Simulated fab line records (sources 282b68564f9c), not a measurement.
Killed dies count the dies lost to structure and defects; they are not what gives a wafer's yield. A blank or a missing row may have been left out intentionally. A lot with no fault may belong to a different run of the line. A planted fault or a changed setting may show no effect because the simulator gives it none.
fab line records    flow rit-cmos
record lots=16  wafers=48  last-day=7
route steps=202 shown PRETRO@69 M1@202
lots untouched by any fault: they come from a run of this same line in which no faults occurred
start-h: start of the lot's first displayed wafer, in hours after the record's first day    wait-h: hours from the lot's prior step to this one    " repeats the value in the row above    L1.1+2: a single row standing in for several wafers    - either no value or no given start    * or withheld: withheld    < > ~ a bound
route shown NAME@n: a module of which the file shows steps, and the number in the route of the first    usual: mean/standard deviation taken from wafers without a fault    same: alike in all rows    chamber/n: place in a boat    sites: the reading at each site    _std_site: the values' standard deviation    _edge_site: outer sites' mean less inner sites'    radius-mm: how far each site lies from the wafer's centre    mask NAME#n: copy n    behind: the most recent tool/chamber to have shaped the wafer    hold: what put the lot on hold/how long, in hours/how the hold closed    device: transistor that didn't switch, given as n, p or np    end of line: tests run on the same wafers once the route is complete    where a step has no rows: the recipe by itself    killed: dies that structure and defects cost at the first sort, which is not the same as the wafer's yield    map: dies across one wafer; x = killed, . = not, _ = none there
set.NAME: setting as actually run; set.NAME@STEP: the setting as run at that earlier step    model.NAME: the simulator's own value behind a step, which no gauge read
the route's steps for a sample of lots (tables are steps, rows are wafers)
## steps
# step RIT_PRETRO_DEVELOP_05
# recipe resist=NOVOLAK  develop-time-s=68  dev-temp-c=23
# usual developer-temp-C=23.01/0.095
lot.wafer  tool            chamber  start-h  wait-h  developer-temp-C
L896.1     litho-track-01  0        32       -       23.21
L896.2     "               0        "        "       22.91
L896.5     "               0        "        "       23.12
L897.2     litho-track-02  0        36       -       22.88
L897.3     "               0        "        "       22.94
L897.5     "               0        37       -       23.01
L898.1     litho-track-04  0        41       -       22.97
L898.3     "               0        "        "       23.00
L898.5     "               0        "        "       23.02
L899.2     litho-track-04  0        45       -       22.95
L899.3     "               0        "        "       23.12
L899.5     "               0        46       -       22.96
L900.1     litho-track-04  0        51       -       23.05
L900.3     "               0        "        "       23.11
L900.4     "               0        "        "       23.20
L902.2     litho-track-02  0        60       -       22.92
L902.4     "               0        "        "       22.91
L902.6     "               0        "        "       22.96
L904.2     litho-track-04  0        70       -       22.95
L904.5     "               0        "        "       23.15
L904.6     "               0        "        "       22.87
L905.1     litho-track-04  0        77       -       23.07
L905.4     "               0        "        "       23.10
L905.5     "               0        "        "       22.98
L906.1     litho-track-02  0        80       -       22.97
L906.3     "               0        "        "       22.94
L906.5     "               0        "        "       22.96
L907.3     litho-track-02  0        86       -       23.02
L907.5     "               0        "        "       22.98
L907.6     "               0        "        "       22.89
L908.3     litho-track-04  0        91       -       22.95
L908.4     "               0        "        "       23.08
L908.5     "               0        "        "       22.87
L909.2     litho-track-04  0        95       -       22.96
L909.3     "               0        "        "       23.01
L909.5     "               0        "        "       22.99
L914.2     litho-track-02  0        120      -       25.36
L914.3     "               0        "        "       25.22
L914.4     "               0        "        "       25.22
L915.1     litho-track-02  0        125      -       25.30
L915.2     "               0        "        "       25.45
L915.5     "               0        "        "       25.29
L916.2     litho-track-02  0        131      -       25.37
L916.3     "               0        "        "       25.26
L916.4     "               0        "        "       25.38
L917.2     litho-track-02  0        135      -       25.36
L917.3     "               0        "        "       25.24
L917.4     "               0        "        "       25.29
# step RIT_M1_PROBE_99
# usual killed_at_M0_to_M3=0.0/0.083  killed-at-contacts=0.1/0.31  killed-at-front-end=7/3.1  killed-dies=7/3.1  killed-open=3.3/1.9  killed-short=3.3/2
# same gross-dies=264  killed_at_M4_up=0  killed-at-back-side=0  killed-at-other=0
lot.wafer  tool       chamber  start-h  wait-h  killed_at_M0_to_M3  killed-at-contacts  killed-at-front-end  killed-dies  killed-open  killed-short
L900.1     prober-01  -        77.98    0.1     0                   0                   2                    2            1            1
L900.3     prober-01  -        78.08    0.2     0                   0                   4                    4            2            2
L900.4     prober-01  -        78.13    0.2     0                   0                   4                    4            2            2
L902.2     prober-01  -        88.07    0.1     0                   0                   9                    9            4            5
L902.4     prober-01  -        88.17    0.2     0                   0                   5                    5            2            3
L902.6     prober-01  -        88.27    0.2     0                   0                   7                    7            3            4
L905.1     prober-01  -        103.39   0.1     0                   0                   10                   10           6            4
L905.4     prober-01  -        103.54   0.2     0                   0                   6                    6            2            4
L905.5     prober-01  -        103.59   0.2     0                   0                   2                    2            1            1
L914.2     prober-01  -        147.07   0.1     0                   0                   4                    4            2            2
L914.3     prober-01  -        147.12   0.2     0                   0                   6                    6            4            2
L914.4     prober-01  -        147.17   0.2     0                   1                   10                   11           8            3
L915.1     prober-01  -        153.44   0.1     0                   0                   8                    8            4            4
L915.2     prober-01  -        153.49   0.1     0                   0                   6                    6            5            1
L915.5     prober-01  -        153.64   0.2     0                   0                   8                    8            4            4
L916.2     prober-01  -        158.61   0.1     0                   0                   7                    7            5            2
L916.3     prober-01  -        158.66   0.2     0                   0                   5                    5            4            1
L916.4     prober-01  -        158.71   0.2     0                   0                   8                    8            2            6
# killed by level:class
L900.1 REOX:geometric-particle:short=1 SILICIDE:geometric-particle:open=1
L900.3 FOX1:geometric-particle:short=1 GATE:geometric-particle:short=1 REOX:geometric-particle:open=1 SPACER:geometric-particle:open=1
L900.4 GATE:geometric-particle:open=2 GATE:geometric-particle:short=1 SPACER:geometric-particle:short=1
L902.2 GATE:geometric-particle:short=4 FOX1:geometric-particle:open=2 FOX1:geometric-particle:short=1 GATE:geometric-particle:open=1 SILICIDE:geometric-particle:open=1
L902.4 FOX1:geometric-particle:open=2 GATE:geometric-particle:short=2 REOX:geometric-particle:short=1
L902.6 FOX1:geometric-particle:short=2 GATE:geometric-particle:open=2 FOX1:geometric-particle:open=1 GATE:geometric-particle:short=1 SPACER:geometric-particle:short=1
L905.1 GATE:geometric-particle:short=4 GATE:geometric-particle:open=4 FOX1:geometric-particle:open=1 SPACER:geometric-particle:open=1
L905.4 GATE:geometric-particle:short=3 GATE:geometric-particle:open=2 REOX:geometric-particle:short=1
L905.5 FOX1:geometric-particle:short=1 GATE:geometric-particle:open=1
L914.2 REOX:geometric-particle:short=2 GATE:geometric-particle:open=1 REOX:geometric-particle:open=1
L914.3 GATE:geometric-particle:open=2 GATE:geometric-particle:short=2 FOX1:geometric-particle:open=1 REOX:geometric-particle:open=1
L914.4 GATE:geometric-particle:open=4 REOX:geometric-particle:open=2 FOX1:geometric-particle:short=1 REOX:geometric-particle:short=1 SPACER:geometric-particle:short=1 SILICIDE:geometric-particle:open=1 CONTACT:geometric-particle:open=1
L915.1 FOX1:geometric-particle:open=2 GATE:geometric-particle:short=2 REOX:geometric-particle:open=2 ACTIVE:geometric-particle:short=1 SILICIDE:geometric-particle:short=1
L915.2 FOX2:geometric-particle:open=2 FOX1:geometric-particle:open=1 FOX1:geometric-particle:short=1 GATE:geometric-particle:open=1 SILICIDE:geometric-particle:open=1
L915.5 GATE:geometric-particle:short=3 FOX1:geometric-particle:open=2 GATE:geometric-particle:open=1 REOX:geometric-particle:short=1 REOX:geometric-particle:open=1
L916.2 GATE:geometric-particle:open=3 FOX1:geometric-particle:open=1 FOX1:geometric-particle:short=1 REOX:geometric-particle:short=1 SILICIDE:geometric-particle:open=1
L916.3 FOX2:geometric-particle:open=2 REOX:geometric-particle:open=1 REOX:geometric-particle:short=1 SPACER:geometric-particle:open=1
L916.4 FOX2:geometric-particle:short=3 SILICIDE:geometric-particle:short=2 FOX1:geometric-particle:open=1 GATE:geometric-particle:open=1 SPACER:geometric-particle:short=1
## key
first-sign step=RIT_PRETRO_DEVELOP_05  reading=developer-temp-C  direction=up  sigmas=24  usual=*  struck=*
effect none on later readings
met-at RIT_PRETRO_DEVELOP_05
struck-lots L914,L915,L916,L917
tester-left-out L914,L915,L916,L917
onset-between 86 120
fault kind=process-parameter-drift  tool=litho-track-02  chamber=-  onset-h=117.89  steps=RIT_PRETRO_DEVELOP_05  channel=dev-temp-c  offset=*  shape=step  end-h=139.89  acts-in=*  stated=*
# tester-left-out: of these lots the tester's yield and bins aren't shown, on N5 and GAA mostly nor the transistor test; their killed dies are dies lost to structure and defects alone, not to doping, threshold or leakage, so they don't give the yield
